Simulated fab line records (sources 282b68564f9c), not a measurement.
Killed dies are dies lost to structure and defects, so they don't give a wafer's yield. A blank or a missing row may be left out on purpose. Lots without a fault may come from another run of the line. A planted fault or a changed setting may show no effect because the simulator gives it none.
Matching of chambers / flow rit cmos / rie diel-01 running RIT_ACTIVE_ETCH_13: 4 sister chambers
The step etches Si3N4 in SF6, stops on SiO2, time 210 s, target depth 210 nm. 18 wafers are shown with their chamber, then 9 later ones without.

== WAFERS PAIRED WITH THEIR CHAMBERS ==
wafer=L311.1; chamber=0; throttle valve pct (%)=7.30; drypump motor current A (A)=5.8; oes product au (a.u.)=0.809
wafer=L311.4; chamber=1; throttle valve pct (%)=7.62; drypump motor current A (A)=5.5; oes product au (a.u.)=0.807
wafer=L311.5; chamber=1; throttle valve pct (%)=7.61; drypump motor current A (A)=5.5; oes product au (a.u.)=0.799
wafer=L314.2; chamber=2; throttle valve pct (%)=7.30; drypump motor current A (A)=5.6; oes product au (a.u.)=0.816
wafer=L314.3; chamber=1; throttle valve pct (%)=7.62; drypump motor current A (A)=5.5; oes product au (a.u.)=0.807
wafer=L314.5; chamber=0; throttle valve pct (%)=7.32; drypump motor current A (A)=5.8; oes product au (a.u.)=0.819
wafer=L316.1; chamber=1; throttle valve pct (%)=7.61; drypump motor current A (A)=5.5; oes product au (a.u.)=0.804
wafer=L316.4; chamber=2; throttle valve pct (%)=7.29; drypump motor current A (A)=5.6; oes product au (a.u.)=0.812
wafer=L316.5; chamber=0; throttle valve pct (%)=7.32; drypump motor current A (A)=5.7; oes product au (a.u.)=0.815
wafer=L317.1; chamber=3; throttle valve pct (%)=7.70; drypump motor current A (A)=5.6; oes product au (a.u.)=0.829
wafer=L317.3; chamber=1; throttle valve pct (%)=7.60; drypump motor current A (A)=5.5; oes product au (a.u.)=0.804
wafer=L317.6; chamber=2; throttle valve pct (%)=7.30; drypump motor current A (A)=5.6; oes product au (a.u.)=0.800
wafer=L321.2; chamber=1; throttle valve pct (%)=7.62; drypump motor current A (A)=5.5; oes product au (a.u.)=0.805
wafer=L321.3; chamber=3; throttle valve pct (%)=7.69; drypump motor current A (A)=5.6; oes product au (a.u.)=0.830
wafer=L321.4; chamber=2; throttle valve pct (%)=7.29; drypump motor current A (A)=5.6; oes product au (a.u.)=0.811
wafer=L326.1; chamber=3; throttle valve pct (%)=7.71; drypump motor current A (A)=5.7; oes product au (a.u.)=0.832
wafer=L326.4; chamber=1; throttle valve pct (%)=7.61; drypump motor current A (A)=5.5; oes product au (a.u.)=0.802
wafer=L326.5; chamber=3; throttle valve pct (%)=7.70; drypump motor current A (A)=5.7; oes product au (a.u.)=0.823

SIGNATURES (averages over the wafers above)
reading=throttle valve pct; chamber 0=7.3133; chamber 1=7.6129; chamber 2=7.2950; chamber 3=7.7000; scatter within a chamber=0.00806
reading=drypump motor current A; chamber 0=5.767; chamber 1=5.500; chamber 2=5.600; chamber 3=5.650; scatter within a chamber=0.0345
reading=oes product au; chamber 0=0.81433; chamber 1=0.80400; chamber 2=0.80975; chamber 3=0.82850; scatter within a chamber=0.00451
Rule: distance of a wafer from a chamber = root of the sum over the readings of ((wafer's reading minus chamber's mean) / reading's scatter) squared. The wafer belongs to the nearest chamber; if the next one is less than 2 further off, it can't be placed. The scatter: take each reading less its chamber's mean, square it, sum over the shown wafers, divide by the number of wafers less the number of chambers, and take the root.

== WAFERS WITH NO CHAMBER GIVEN ==
wafer=L329.2; throttle valve pct (%)=7.70; drypump motor current A (A)=5.6; oes product au (a.u.)=0.824
wafer=L329.3; throttle valve pct (%)=7.62; drypump motor current A (A)=5.4; oes product au (a.u.)=0.799
wafer=L329.5; throttle valve pct (%)=7.29; drypump motor current A (A)=5.6; oes product au (a.u.)=0.816
wafer=L332.2; throttle valve pct (%)=7.29; drypump motor current A (A)=5.7; oes product au (a.u.)=0.811
wafer=L332.5; throttle valve pct (%)=7.29; drypump motor current A (A)=5.6; oes product au (a.u.)=0.812
wafer=L332.6; throttle valve pct (%)=7.71; drypump motor current A (A)=5.6; oes product au (a.u.)=0.830
wafer=L333.1; throttle valve pct (%)=7.32; drypump motor current A (A)=5.7; oes product au (a.u.)=0.827
wafer=L333.3; throttle valve pct (%)=7.71; drypump motor current A (A)=5.7; oes product au (a.u.)=0.830
wafer=L333.4; throttle valve pct (%)=7.63; drypump motor current A (A)=5.5; oes product au (a.u.)=0.800

== THE CHAMBER EACH PASSED THROUGH ==
wafer=L329.2; from the rows above=3; in truth=3
wafer=L329.3; from the rows above=1; in truth=1
wafer=L329.5; from the rows above=2; in truth=2
wafer=L332.2; from the rows above=can't be placed: 2 or 0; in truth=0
wafer=L332.5; from the rows above=2; in truth=2
wafer=L332.6; from the rows above=3; in truth=3
wafer=L333.1; from the rows above=0; in truth=0
wafer=L333.3; from the rows above=3; in truth=3
wafer=L333.4; from the rows above=1; in truth=1
8 of 9 placed correctly. These rows do not allow placing 1 (true chamber among the candidates in 1). 0 placed wrongly.
